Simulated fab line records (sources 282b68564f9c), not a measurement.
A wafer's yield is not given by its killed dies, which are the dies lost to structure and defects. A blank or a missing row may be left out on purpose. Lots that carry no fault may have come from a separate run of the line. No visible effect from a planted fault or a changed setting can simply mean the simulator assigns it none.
fab line records	flow rit_cmos
record lots=7	wafers=21	last_day=7
route steps=202 shown NSD@138 PSD@142 SDANNEAL@154 M1@202
lots with no fault: from the same line, run without faults
start_h: hours from the record's opening day to when the first of the lot's shown wafers began	wait_h: hours from the lot's prior step to this one	" same as the row above	L1.1+2: one row covering several wafers at once	- no value, or no start given	* or withheld: withheld	< > ~ a bound
route shown NAME@n: a module of which the file shows steps, and the number in the route of the first	usual: average and standard deviation across the fault-free wafers	same: alike in all rows	chamber/n: place in a boat	sites: the reading at each site	_std_site: their standard deviation	_edge_site: mean of outer sites minus mean of inner sites	radius_mm: how far each site lies from the wafer's centre	mask NAME#n: copy n	behind: the tool/chamber that last shaped the wafer	hold: cause of the lot's hold/its duration in hours/its outcome	device: the transistor (n, p or np) that didn't switch	end of line: tests of these same wafers at the route's end	where a step has no rows: the recipe by itself	killed: at the first sort, the dies lost to defects and structure; wafer yield is something else	map: per-die view of a wafer (x killed, . not killed, _ where there is no die)
set.NAME: setting as actually run; set.NAME@STEP: the setting as run at that earlier step	model.NAME: the simulator's own value behind a step, which no gauge read
lots seen at some steps along the route; tables by step, rows by wafer
services: the hour from which a tool's chamber was out of use, counted from the record's first day as start_h (under 0 if before that day), plus the number of hours and why
## steps
# step RIT_NSD_HARDBAKE_07
# recipe resist=NOVOLAK	temp_c=140	time_s=60
# step RIT_NSD_IMPLANT_08
# recipe species=P	energy_kev=25	dose_cm2=1e+15	tilt_deg=7
# step RIT_NSD_STRIP_09
# recipe chemistry=O2	time_s=180	resist=NOVOLAK	platen_temp_c=withheld	power_w=500	pressure_mtorr=4000	o2_flow_sccm=4000
# usual drypump_motor_current_A=6.06/0.25
lot.wafer	tool	chamber	start_h	wait_h	drypump_motor_current_A	rf_hours_counter_h
L776.1	plasma_asher-04	0	63.50	0.1	6.08	38
L776.2	"	1	"	"	6.45	38
L776.4	"	0	"	"	6.02	-
L778.1	plasma_asher-04	1	70.41	0.1	6.38	39
L778.4	"	1	"	"	6.41	-
L778.6	"	0	"	"	6.03	-
L786.3	plasma_asher-03	1	110.02	0.1	5.97	-
L786.4	"	0	"	"	6.15	-
L786.6	"	0	"	"	6.15	-
L787.2	plasma_asher-04	1	113.42	0.2	6.37	45
L787.3	"	0	"	"	6.03	-
L787.5	"	1	"	"	6.42	-
L788.2	plasma_asher-03	0	126.28	0.2	6.16	36
L788.5	"	1	"	"	5.95	-
L788.6	"	0	"	"	6.15	-
L789.1	plasma_asher-03	0	132.95	0.1	6.15	37
L789.5	"	0	"	"	6.16	-
L789.6	"	1	"	"	5.96	-
L795.1	plasma_asher-04	0	160.98	0.1	6.06	50
L795.5	"	1	"	"	6.42	-
L795.6	"	0	"	"	6.05	-
# step RIT_NSD_TW_MEAS_10
# usual NSD_TW=3101/31
lot.wafer	tool	chamber	start_h	wait_h	NSD_TW
L776.1	film_metro-01	-	63.68	0.1	3061
L776.2	"	-	"	"	3074
L776.4	"	-	"	"	3075
L778.1	film_metro-04	-	70.59	0.1	3122
L778.4	"	-	"	"	3129
L778.6	"	-	"	"	3115
L786.3	film_metro-01	-	110.16	0.1	3061
L786.4	"	-	"	"	3050
L786.6	"	-	"	"	3056
L787.2	film_metro-04	-	113.60	0.1	3132
L787.3	"	-	"	"	3110
L787.5	"	-	"	"	3131
L788.2	film_metro-01	-	126.46	0.1	3068
L788.5	"	-	"	"	3079
L788.6	"	-	"	"	3071
L789.1	film_metro-01	-	133.13	0.1	3078
L789.5	"	-	"	"	3061
L789.6	"	-	"	"	3069
L795.1	film_metro-04	-	161.16	0.1	3165
L795.5	"	-	"	"	3150
L795.6	"	-	"	"	3158
# step RIT_PSD_HMDS_00
# recipe prime_time_s=60	prime_temp_c=140
# step RIT_PSD_COAT_01
# recipe resist=NOVOLAK	spin_rpm=3250	resist_thk_nm=1000
# step RIT_PSD_SOFTBAKE_02
# recipe resist=NOVOLAK	temp_c=90	time_s=60
# step RIT_PSD_EXPOSE_03
# recipe mask_id=M10	na=0.57	target_cd_nm=40900	dose_mj=250
# step RIT_PSD_PEB_04
# recipe resist=NOVOLAK	temp_c=withheld	time_s=withheld
# step RIT_PSD_DEVELOP_05
# recipe resist=NOVOLAK	develop_time_s=51.19	dev_temp_c=23
# step RIT_PSD_OVL_MEAS_06
# usual PSD_OVL=-1.1/1.5
lot.wafer	tool	chamber	start_h	wait_h	PSD_OVL[nm]
L776.1	overlay-02	-	64.72	-	0.1
L776.2	"	-	"	"	0.4
L776.4	"	-	"	"	-2.2
L778.1	overlay-02	-	71.50	-	-1.7
L778.4	"	-	"	"	-0.4
L778.6	"	-	"	"	0.8
L786.3	overlay-01	-	111.06	-	-1.5
L786.4	"	-	"	"	-0.9
L786.6	"	-	"	"	-0.6
L787.2	overlay-02	-	114.51	-	0.2
L787.3	"	-	"	"	-1.5
L787.5	"	-	"	"	-0.9
L788.2	overlay-02	-	127.37	-	0.5
L788.5	"	-	"	"	-0.6
L788.6	"	-	"	"	-0.3
L789.1	overlay-02	-	134.18	-	-1.4
L789.5	"	-	"	"	-1.0
L789.6	"	-	"	"	-1.0
L795.1	overlay-02	-	162.07	-	-0.9
L795.5	"	-	"	"	0.8
L795.6	"	-	"	"	-2.2
# step RIT_PSD_HARDBAKE_07
# recipe resist=NOVOLAK	temp_c=140	time_s=60
# step RIT_PSD_IMPLANT_08
# recipe species=BF2	energy_kev=27	dose_cm2=5e+15	tilt_deg=7
# usual beam_on_s=13.3/0.42	dose_ions_cm2=4.999e+15/5.5e+12	end_station_pressure_torr=1.37e-05/7.9e-07	faraday_current_uA=11527/350
lot.wafer	tool	chamber	start_h	wait_h	beam_on_s	dose_ions_cm2	end_station_pressure_torr	faraday_current_uA
L776.1	implanter-04	0	65.07	0.1	13.3	4.998e+15	1.43e-05	11516
L776.2	"	0	"	"	12.8	5.002e+15	1.42e-05	12042
L776.4	"	0	"	"	13.1	4.994e+15	1.25e-05	11742
L778.1	implanter-04	0	71.68	0.1	13.7	4.989e+15	1.46e-05	11305
L778.4	"	0	"	"	13.4	4.995e+15	1.39e-05	11496
L778.6	"	0	"	"	13.5	4.987e+15	1.3e-05	11424
L786.3	implanter-04	0	111.28	0.1	24.9	9.503e+15	1.06e-05	11811
L786.4	"	0	"	"	25.6	9.501e+15	1.17e-05	11485
L786.6	"	0	"	"	26.8	9.497e+15	1.31e-05	10923
L787.2	implanter-04	0	114.72	0.1	24.9	9.499e+15	1.1e-05	11777
L787.3	"	0	"	"	25.3	9.498e+15	1.18e-05	11593
L787.5	"	0	"	"	26.2	9.498e+15	1.16e-05	11231
L788.2	implanter-04	0	127.60	0.1	25.6	9.493e+15	1.23e-05	11438
L788.5	"	0	"	"	26.1	9.504e+15	1.25e-05	11244
L788.6	"	0	"	"	25.7	9.494e+15	1.05e-05	11404
L789.1	implanter-02	0	134.37	0.1	13.9	5.003e+15	1.32e-05	11124
L789.5	"	0	"	"	14.3	4.998e+15	1.22e-05	10807
L789.6	"	0	"	"	13.4	5.002e+15	1.25e-05	11435
L795.1	implanter-03	0	162.25	0.1	12.9	5.01e+15	1.43e-05	12006
L795.5	"	0	"	"	13.1	5.002e+15	1.35e-05	11708
L795.6	"	0	"	"	12.7	5.007e+15	1.38e-05	12073
# step RIT_PSD_STRIP_09
# recipe chemistry=O2	time_s=180	resist=NOVOLAK	platen_temp_c=withheld	power_w=500	pressure_mtorr=4000	o2_flow_sccm=4000
# usual drypump_motor_current_A=6.03/0.19
lot.wafer	tool	chamber	start_h	wait_h	drypump_motor_current_A	rf_hours_counter_h
L776.1	plasma_asher-03	1	65.22	0.1	5.95	29
L776.2	"	0	"	"	6.15	29
L776.4	"	1	"	"	5.99	-
L778.1	plasma_asher-03	0	71.83	0.1	6.14	29
L778.4	"	0	"	"	6.16	-
L778.6	"	0	"	"	6.16	-
L786.3	plasma_asher-03	1	111.44	0.1	5.96	-
L786.4	"	0	"	"	6.16	-
L786.6	"	0	"	"	6.14	-
L787.2	plasma_asher-03	0	114.84	0.1	6.17	35
L787.3	"	1	"	"	5.96	-
L787.5	"	1	"	"	5.97	-
L788.2	plasma_asher-02	0	127.85	0.2	6.01	1
L788.5	"	0	"	"	6.01	-
L788.6	"	1	"	"	5.69	-
L789.1	plasma_asher-04	0	134.52	0.1	6.00	47
L789.5	"	0	"	"	6.04	-
L789.6	"	1	"	"	6.44	-
L795.1	plasma_asher-03	1	162.40	0.1	5.99	40
L795.5	"	0	"	"	6.15	-
L795.6	"	1	"	"	5.99	-
# step RIT_PSD_TW_MEAS_10
# usual PSD_TW=3413/31
lot.wafer	tool	chamber	start_h	wait_h	hold	PSD_TW
L776.1	film_metro-01	-	65.40	0.1	-	3382
L776.2	"	-	"	"	-	3384
L776.4	"	-	"	"	-	3384
L778.1	film_metro-04	-	72.01	0.1	-	3447
L778.4	"	-	"	"	-	3430
L778.6	"	-	"	"	-	3457
L786.3	film_metro-04	-	111.58	0.1	await_dispo/0.2h/release	3592
L786.4	"	-	"	"	await_dispo/0.2h/release	3593
L786.6	"	-	"	"	await_dispo/0.2h/release	3590
L786.3	film_metro-04	-	111.80	0.2	-	3591
L786.4	"	-	"	"	-	3607
L786.6	"	-	"	"	-	3613
L787.2	film_metro-02	-	115.03	0.1	await_dispo/0.2h/release	3558
L787.3	"	-	"	"	await_dispo/0.2h/release	3553
L787.5	"	-	"	"	await_dispo/0.2h/release	3566
L787.2	film_metro-02	-	115.25	0.2	-	3568
L787.3	"	-	"	"	-	3550
L787.5	"	-	"	"	-	3558
L788.2	film_metro-01	-	128.03	0.1	-	3480
L788.5	"	-	"	"	-	3497
L788.6	"	-	"	"	-	3506
L789.1	film_metro-04	-	134.70	0.1	-	3448
L789.5	"	-	"	"	-	3444
L789.6	"	-	"	"	-	3446
L795.1	film_metro-04	-	162.58	0.1	-	3466
L795.5	"	-	"	"	-	3440
L795.6	"	-	"	"	-	3468
# step RIT_SDANNEAL_CLEAN_01
# recipe chemistry=dHF	dilution=50:1	time_s=30
# step RIT_SDANNEAL_CLEAN_02
# recipe chemistry=SC2	mix=3:3:50	time_s=600	temp_c=75	dry=n2_spin
# step RIT_SDANNEAL_RTA_03
# recipe temp_c=1050	time_s=5	idle_temp_c=600	ramp_up_c_per_s=342	ramp_down_c_per_s=171	cool_to_c=600	ambient=N2
# usual ramp_up_c_per_s=342.00/0.061	wafer_temp_C_max=1053.5/1.2
lot.wafer	tool	chamber	start_h	wait_h	ramp_up_c_per_s	wafer_temp_C_max
L776.1	rtp_anneal-02	0	66.17	0.0	342.07	1051.2
L776.2	"	0	"	"	342.02	1053.7
L776.4	"	0	"	"	341.99	1053.1
L778.1	rtp_anneal-02	0	72.43	0.0	342.05	1054.2
L778.4	"	0	"	"	342.02	1054.2
L778.6	"	0	"	"	341.98	1053.1
L786.3	rtp_anneal-02	0	113.49	0.0	341.94	1053.0
L786.4	"	0	"	"	341.92	1054.0
L786.6	"	0	"	"	341.95	1052.6
L787.2	rtp_anneal-01	0	118.56	0.0	341.99	1054.6
L787.3	"	0	"	"	341.97	1052.0
L787.5	"	0	"	"	342.07	1055.1
L788.2	rtp_anneal-02	0	128.46	0.0	342.04	1056.5
L788.5	"	0	"	"	341.99	1053.2
L788.6	"	0	"	"	342.04	1053.1
L789.1	rtp_anneal-01	0	135.12	0.0	342.01	1056.2
L789.5	"	0	"	"	341.96	1052.2
L789.6	"	0	"	"	341.98	1055.2
L795.1	rtp_anneal-01	0	163.04	0.0	342.02	1053.4
L795.5	"	0	"	"	342.05	1052.3
L795.6	"	0	"	"	342.12	1055.2
# step RIT_SDANNEAL_RS_MEAS_04
# recipe thk_meas_gauge=four-point-probe
# usual PSD_RS=115.90/0.28
lot.wafer	tool	chamber	start_h	wait_h	hold	PSD_RS[ohm/sq]
L776.1	film_metro-02	-	66.23	0.0	-	116.35
L776.2	"	-	"	"	-	116.02
L776.4	"	-	"	"	-	115.77
L778.1	film_metro-02	-	72.49	0.0	-	115.91
L778.4	"	-	"	"	-	115.65
L778.6	"	-	"	"	-	115.52
L786.3	film_metro-01	-	113.57	0.1	await_dispo/0.2h/release	107.64
L786.4	"	-	"	"	await_dispo/0.2h/release	107.46
L786.6	"	-	"	"	await_dispo/0.2h/release	108.08
L786.3	film_metro-01	-	113.85	0.3	-	107.80
L786.4	"	-	"	"	-	107.54
L786.6	"	-	"	"	-	108.12
L787.2	film_metro-04	-	118.62	0.1	await_dispo/0.2h/release	107.69
L787.3	"	-	"	"	await_dispo/0.2h/release	107.74
L787.5	"	-	"	"	await_dispo/0.2h/release	107.87
L787.2	film_metro-04	-	118.91	0.3	-	107.40
L787.3	"	-	"	"	-	107.97
L787.5	"	-	"	"	-	107.63
L788.2	film_metro-02	-	128.53	0.1	await_dispo/0.2h/release	108.38
L788.5	"	-	"	"	await_dispo/0.2h/release	108.39
L788.6	"	-	"	"	await_dispo/0.2h/release	108.44
L788.2	film_metro-02	-	128.89	0.3	-	108.41
L788.5	"	-	"	"	-	108.50
L788.6	"	-	"	"	-	108.16
L789.1	film_metro-02	-	135.18	0.0	-	115.93
L789.5	"	-	"	"	-	116.32
L789.6	"	-	"	"	-	116.10
L795.1	film_metro-04	-	163.10	0.0	-	115.72
L795.5	"	-	"	"	-	115.85
L795.6	"	-	"	"	-	115.71
# step RIT_SDANNEAL_RS_MEAS_05
# recipe thk_meas_gauge=four-point-probe
# usual NSD_RS=84.6/0.31
lot.wafer	tool	chamber	start_h	wait_h	hold	NSD_RS[ohm/sq]
L776.1	film_metro-02	-	66.35	0.1	-	84.4
L776.2	"	-	"	"	-	84.8
L776.4	"	-	"	"	-	84.6
L778.1	film_metro-02	-	72.61	0.1	-	84.6
L778.4	"	-	"	"	-	84.2
L778.6	"	-	"	"	-	84.6
L786.3	film_metro-01	-	117.17	3.3	await_dispo/3.0h/release	85.0
L786.4	"	-	"	"	await_dispo/3.0h/release	84.8
L786.6	"	-	"	"	await_dispo/3.0h/release	85.0
L787.2	film_metro-04	-	122.38	3.5	await_dispo/3.2h/release	84.6
L787.3	"	-	"	"	await_dispo/3.2h/release	85.0
L787.5	"	-	"	"	await_dispo/3.2h/release	84.7
L788.2	film_metro-02	-	132.46	3.6	await_dispo/3.5h/release	84.6
L788.5	"	-	"	"	await_dispo/3.5h/release	84.2
L788.6	"	-	"	"	await_dispo/3.5h/release	84.2
L789.1	film_metro-02	-	135.30	0.1	-	85.2
L789.5	"	-	"	"	-	85.0
L789.6	"	-	"	"	-	85.3
L795.1	film_metro-04	-	163.22	0.1	-	84.0
L795.5	"	-	"	"	-	84.2
L795.6	"	-	"	"	-	84.0
# step RIT_M1_PROBE_99
# usual killed_at_contacts=0.0/0.2	killed_at_front_end=6.6/2.8	killed_dies=6.6/2.8	killed_open=3.3/1.9	killed_short=3.2/1.8
# same gross_dies=264	killed_at_M0_to_M3=0	killed_at_M4_up=0	killed_at_back_side=0	killed_at_other=0
lot.wafer	tool	chamber	start_h	wait_h	killed_at_contacts	killed_at_front_end	killed_dies	killed_open	killed_short
L776.1	prober-02	-	73.59	0.1	0	4	4	3	1
L776.2	prober-02	-	73.64	0.1	0	6	6	3	3
L776.4	prober-02	-	73.74	0.2	0	8	8	3	5
L778.1	prober-02	-	79.82	0.1	1	4	5	4	1
L778.4	prober-02	-	79.97	0.2	0	5	5	2	3
L778.6	prober-02	-	80.07	0.2	0	7	7	3	4
L786.3	prober-02	-	124.45	0.2	0	7	7	2	5
L786.4	prober-02	-	124.50	0.2	0	14	14	8	6
L786.6	prober-02	-	124.60	0.2	1	10	11	3	8
L787.2	prober-01	-	129.54	0.1	0	4	4	2	2
L787.3	prober-01	-	129.59	0.2	0	11	11	3	8
L787.5	prober-01	-	129.69	0.2	0	4	4	0	4
L788.2	prober-02	-	139.94	0.1	0	5	5	3	2
L788.5	prober-02	-	140.09	0.2	0	9	9	3	4
L788.6	prober-02	-	140.14	0.2	0	6	6	2	4
L789.1	prober-01	-	142.68	0.1	0	12	12	3	9
L789.5	prober-01	-	142.88	0.2	0	9	9	6	3
L789.6	prober-01	-	142.93	0.2	0	5	5	1	4
L795.1	prober-01	-	170.63	0.1	0	12	12	5	6
L795.5	prober-01	-	170.83	0.2	0	12	12	6	6
L795.6	prober-01	-	170.88	0.2	0	9	9	4	5
# killed by level:class
L776.1 FOX2:geometric_particle:open=1 GATE:geometric_particle:open=1 SPACER:geometric_particle:short=1 SILICIDE:geometric_particle:open=1
L776.2 GATE:geometric_particle:short=2 GATE:geometric_particle:open=2 REOX:geometric_particle:open=1 SPACER:geometric_particle:short=1
L776.4 SPACER:geometric_particle:open=2 SILICIDE:geometric_particle:short=2 GATE:geometric_particle:short=1 REOX:geometric_particle:open=1 REOX:geometric_particle:short=1 SPACER:geometric_particle:short=1
L778.1 FOX1:geometric_particle:open=1 FOX2:geometric_particle:open=1 GATE:geometric_particle:open=1 SILICIDE:geometric_particle:short=1 CONTACT:geometric_particle:open=1
L778.4 GATE:geometric_particle:short=2 FOX1:geometric_particle:open=1 FOX2:geometric_particle:short=1 GATE:geometric_particle:open=1
L778.6 GATE:geometric_particle:open=2 SILICIDE:geometric_particle:short=2 FOX1:geometric_particle:open=1 GATE:geometric_particle:short=1 SPACER:geometric_particle:short=1
L786.3 FOX2:geometric_particle:short=2 REOX:geometric_particle:short=2 FOX2:geometric_particle:open=1 GATE:geometric_particle:open=1 GATE:geometric_particle:short=1
L786.4 GATE:geometric_particle:short=3 GATE:geometric_particle:open=3 FOX2:geometric_particle:short=2 FOX2:geometric_particle:open=2 FOX1:geometric_particle:open=1 REOX:geometric_particle:open=1 SPACER:geometric_particle:open=1 SILICIDE:geometric_particle:short=1
L786.6 FOX2:geometric_particle:short=4 FOX1:geometric_particle:short=1 GATE:geometric_particle:short=1 GATE:geometric_particle:open=1 SPACER:geometric_particle:open=1 SILICIDE:geometric_particle:open=1 SILICIDE:geometric_particle:short=1 CONTACT:geometric_particle:short=1
L787.2 GATE:geometric_particle:open=1 REOX:geometric_particle:short=1 SILICIDE:geometric_particle:open=1 SILICIDE:geometric_particle:short=1
L787.3 GATE:geometric_particle:short=6 FOX1:geometric_particle:short=1 GATE:geometric_particle:open=1 REOX:geometric_particle:short=1 REOX:geometric_particle:open=1 SPACER:geometric_particle:open=1
L787.5 GATE:geometric_particle:short=1 REOX:geometric_particle:short=1 SPACER:geometric_particle:short=1 SILICIDE:geometric_particle:short=1
L788.2 GATE:geometric_particle:open=2 REOX:geometric_particle:short=1 SPACER:geometric_particle:open=1 SILICIDE:geometric_particle:short=1
L788.5 REOX:geometric_particle:short=3 GATE:geometric_particle:open=2 NSD:coat_microbubble_printed=2 SPACER:geometric_particle:open=1 SILICIDE:geometric_particle:short=1
L788.6 GATE:geometric_particle:open=2 GATE:geometric_particle:short=1 REOX:geometric_particle:short=1 SPACER:geometric_particle:short=1 SILICIDE:geometric_particle:short=1
L789.1 GATE:geometric_particle:short=5 REOX:geometric_particle:short=3 FOX2:geometric_particle:short=1 GATE:geometric_particle:open=1 REOX:geometric_particle:open=1 SILICIDE:geometric_particle:open=1
L789.5 GATE:geometric_particle:open=3 FOX2:geometric_particle:open=2 FOX2:geometric_particle:short=1 REOX:geometric_particle:short=1 SILICIDE:geometric_particle:short=1 SILICIDE:geometric_particle:open=1
L789.6 GATE:geometric_particle:short=2 SPACER:geometric_particle:short=1 SILICIDE:geometric_particle:open=1 SILICIDE:geometric_particle:short=1
L795.1 FOX1:geometric_particle:short=2 GATE:geometric_particle:short=2 GATE:geometric_particle:open=2 SPACER:geometric_particle:open=2 SILICIDE:geometric_particle:short=1 REOX:geometric_particle:open=1 SPACER:geometric_particle:short=1 NLDD:coat_microbubble_printed=1
L795.5 GATE:geometric_particle:short=4 GATE:geometric_particle:open=2 ACTIVE:geometric_particle:open=1 FOX1:geometric_particle:short=1 REOX:geometric_particle:open=1 SPACER:geometric_particle:open=1 SPACER:geometric_particle:short=1 SILICIDE:geometric_particle:open=1
L795.6 GATE:geometric_particle:open=3 GATE:geometric_particle:short=3 FOX1:geometric_particle:short=1 REOX:geometric_particle:open=1 SPACER:geometric_particle:short=1
## services
tool	chamber	start_h	hours	kind
implanter-04	-	40.73	2.8	repair
plasma_asher-02	-	47.67	6.0	repair
plasma_asher-03	-	57.27	5.9	repair
plasma_asher-02	-	77.79	6.2	repair
implanter-02	-	106.58	0.5	repair
plasma_asher-02	-	108.75	9.0	pm
plasma_asher-02	0	108.75	9.0	vent_cycle
plasma_asher-02	1	108.75	9.0	vent_cycle
implanter-03	-	111.90	3.0	pm
implanter-03	-	115.48	6.8	pm
plasma_asher-02	0	117.75	-	clean
plasma_asher-02	1	117.75	-	clean
implanter-04	-	134.25	1.2	repair
## key
first_sign step=RIT_PSD_IMPLANT_08	reading=dose_ions_cm2	direction=up	sigmas=99+	usual=4.999e+15	struck=9.499e+15
effect step=RIT_PSD_IMPLANT_08	reading=beam_on_s	direction=up	sigmas=30	usual=13.3	struck=25.7
effect step=RIT_PSD_TW_MEAS_10	reading=visit	direction=added
effect step=RIT_SDANNEAL_RS_MEAS_04	reading=visit	direction=added
effect step=RIT_SDANNEAL_RS_MEAS_04	reading=PSD_RS	direction=down	sigmas=28	usual=115.90	struck=107.97
met_at RIT_PSD_IMPLANT_08
struck_wafers L786.3,L786.4,L786.6,L787.2,L787.3,L787.5,L788.2,L788.5,L788.6
tester_left_out L786,L787,L788
onset_between 71.68 111.28
fault kind=process_parameter_drift	tool=implanter-04	chamber=-	onset_h=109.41	steps=RIT_PSD_IMPLANT_08	channel=dose_cm2	offset=4.5e+15	shape=step	end_h=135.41	acts_in=these_recipes_only	stated=5e+15
# tester_left_out: of these lots the tester's yield and bins aren't shown, on N5 and GAA mostly nor the transistor test; their killed dies are dies lost to structure and defects alone, not to doping, threshold or leakage, so they don't give the yield
